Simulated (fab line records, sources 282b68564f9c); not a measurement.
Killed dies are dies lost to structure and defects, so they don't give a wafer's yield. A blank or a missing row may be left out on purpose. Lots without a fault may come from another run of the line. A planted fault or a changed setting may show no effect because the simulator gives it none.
Split-lot experiment | flow rit_cmos | 5 lots, 23 wafers read, on a route of 202 steps

THE SPLIT
At RIT_ACTIVE_CVD_03 (deposits Si3N4 from SiH2Cl2/NH3, target thk 150 nm, time 1500 s), the setting sih2cl2_flow_sccm was moved away from the recipe's 60 sccm on 15 of the 23 wafers read, by +8.6% to +9.5%. The other wafers ran this setting at the recipe's value.

The reading is taken at the split's own step.

THE READING
Si3N4_of_ACTIVE_CVD_03.thk_nm (the simulator's own value, which no gauge read), in nm, at RIT_ACTIVE_CVD_03 (deposits Si3N4 from SiH2Cl2/NH3, target thk 150 nm, time 1500 s). The file gives no usual value for it. The 8 wafers here that ran the recipe average 149.7 nm, standard deviation 0.74 nm.

wafer  | tool, chamber at the split | sih2cl2_flow_sccm as run, sccm | against the recipe | Si3N4_of_ACTIVE_CVD_03.thk_nm, nm | against lot-mates on the recipe
L074.3 | lpcvd-01, 0                | 60                             | recipe             | 150.6                             | -
L074.4 | lpcvd-01, 0                | 60                             | recipe             | 150.5                             | -
L074.6 | lpcvd-01, 0                | 60                             | recipe             | 150.5                             | -
L075.1 | -, -                       | 65.15                          | +8.6%              | 154.2                             | no lot-mate on the recipe
L075.3 | -, -                       | 65.15                          | +8.6%              | 154.3                             | no lot-mate on the recipe
L075.4 | -, -                       | 65.15                          | +8.6%              | 154.5                             | no lot-mate on the recipe
L075.5 | -, -                       | 65.15                          | +8.6%              | 154.5                             | no lot-mate on the recipe
L075.6 | -, -                       | 65.15                          | +8.6%              | 154.7                             | no lot-mate on the recipe
L077.1 | -, -                       | 65.67                          | +9.5%              | 154                               | no lot-mate on the recipe
L077.2 | -, -                       | 65.67                          | +9.5%              | 154.2                             | no lot-mate on the recipe
L077.3 | -, -                       | 65.67                          | +9.5%              | 152.6                             | no lot-mate on the recipe
L077.4 | -, -                       | 65.67                          | +9.5%              | 153.3                             | no lot-mate on the recipe
L077.6 | -, -                       | 65.67                          | +9.5%              | 153                               | no lot-mate on the recipe
L082.1 | -, -                       | 60                             | recipe             | 150.2                             | -
L082.2 | -, -                       | 60                             | recipe             | 149                               | -
L082.3 | -, -                       | 60                             | recipe             | 149.4                             | -
L082.5 | -, -                       | 60                             | recipe             | 148.9                             | -
L082.6 | -, -                       | 60                             | recipe             | 148.8                             | -
L085.1 | -, -                       | 65.3                           | +8.8%              | 154.9                             | no lot-mate on the recipe
L085.2 | -, -                       | 65.3                           | +8.8%              | 154.1                             | no lot-mate on the recipe
L085.3 | -, -                       | 65.3                           | +8.8%              | 155.3                             | no lot-mate on the recipe
L085.4 | -, -                       | 65.3                           | +8.8%              | 154.3                             | no lot-mate on the recipe
L085.5 | -, -                       | 65.3                           | +8.8%              | 153.1                             | no lot-mate on the recipe

THE FIT
A straight line over all 23 wafers: Si3N4_of_ACTIVE_CVD_03.thk_nm changes by +0.475 nm for each +1% of sih2cl2_flow_sccm; r = +0.93; the points scatter about the line by 0.85 nm.
Too few moved wafers have a lot-mate on the recipe to fit a line with each lot's own level taken away.

THE FILE'S OWN FIT
Si3N4_of_ACTIVE_CVD_03.thk_nm changes by +0.474 nm for each +1% of sih2cl2_flow_sccm, r = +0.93.
